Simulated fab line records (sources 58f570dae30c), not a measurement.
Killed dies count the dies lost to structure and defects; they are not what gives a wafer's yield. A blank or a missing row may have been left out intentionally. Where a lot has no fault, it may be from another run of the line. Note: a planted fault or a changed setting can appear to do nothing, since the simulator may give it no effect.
A struck lot beside a sound one || flow berkeley_cmos170 || 15 out of 331 route steps
Sound: these wafers, L530.1, L530.2, L530.5. Wafers struck: L545.1, L545.5, L545.6. The cause is named last.
Order at every step that has rows: each side's tool, ch and its chambers, its first start. Under that, the readings that differ: sound wafers || struck wafers || difference of the means || sigmas: that difference in standard deviations of wafers without a fault.
alike: readings whose means differ by less than 2 such deviations, and words and numbers that are the same on both sides. not compared: withheld readings, readings that some wafer has no value for, bounds like >300 that may hide the same value, and numbers for which the record gives no deviation and whose values overlap.
Wherever a step has rows on one side only, a row that says differs or no value, or a row with sigmas, the two part there. When numbers do not overlap yet have no deviation, they are printed without sigmas and do not part them. A reading missing from all wafers of one side parts the sides only when that side holds two or more wafers.

first, 1 step without rows for these wafers: UCB170_NWELL_OXIDATION_01 (target thk 26.4 nm, ox time 1260 s).
UCB170_NWELL_THK_MEAS_02:
  sound: film_metro-02 at day 3 12:56; struck: film_metro-02 at day 6 11:38
  alike: NWELL_OXIDE_THK
then, 2 steps without rows for these wafers: UCB170_NWELL_ANNEAL_03 (time 900 s); UCB170_NWELL_CVD_04 (deposits Si3N4 from SiH2Cl2/NH3, target thk 224 nm, time 3360 s).
UCB170_NWELL_THK_MEAS_05:
  sound: film_metro-01 at day 3 16:50; struck: film_metro-04 at day 6 18:08
  alike: NWELL_NITRIDE_THK
then, 6 steps without rows for these wafers: UCB170_NWELL_HMDS_06 (prime time 60 s); UCB170_NWELL_COAT_07 (resist thk 900 nm); UCB170_NWELL_SOFTBAKE_08 (time 60 s); UCB170_NWELL_EXPOSE_09 (exposes mask NWELL, target cd 3000 nm); UCB170_NWELL_PEB_10; UCB170_NWELL_DEVELOP_11 (develop time 45 s).
UCB170_NWELL_OVL_MEAS_12:
  sound: overlay-01 at day 3 18:01; struck: overlay-01 at day 6 19:25
  alike: NWELL_OVL
UCB170_NWELL_ETCH_13: etches Si3N4 in CH3F/Ar/O2, stops on SiO2, target depth 246.4 nm, time 154 s.
  sound on rie_diel-03 ch 0,1,3, day 3 18:03; struck on rie_diel-01 ch 0,2,3, day 6 19:28
{"reading": "oes_product_au (a.u.)", "sound": "0.969 0.939 0.939", "struck": "0.933 0.887 0.916", "difference": -0.037, "sigmas": -2}
{"reading": "over_etch_frac", "sound": "0.1 0.1 0.1", "struck": "0.14108 0.14108 0.14108", "difference": "+0.04108", "sigmas": ""}
{"reading": "model.KrF_of_NWELL_COAT_07.thk_nm (nm)", "sound": "723.8 722.7 721.7", "struck": "717.9 718.1 716", "difference": -5.4, "sigmas": ""}
  alike: CH3F_flow_sccm, drypump_motor_current_A, throttle_valve_pct
  not compared: rf_hours_counter_h
then, 1 step without rows for these wafers: UCB170_NWELL_IMPLANT_14.
UCB170_M3_PROBE_99:
  rows exist in the record for the sound wafers here (prober-02, day 9 15:37), none for the struck ones

## WHERE THEY PART
At UCB170_NWELL_ETCH_13 first; at UCB170_M3_PROBE_99 last (within this record only).

WHY: the cause the simulator had injected
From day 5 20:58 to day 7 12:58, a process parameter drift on rie_diel-01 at UCB170_NWELL_ETCH_13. Setting over_etch_frac, moved by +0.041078, from 0.1. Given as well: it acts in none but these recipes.
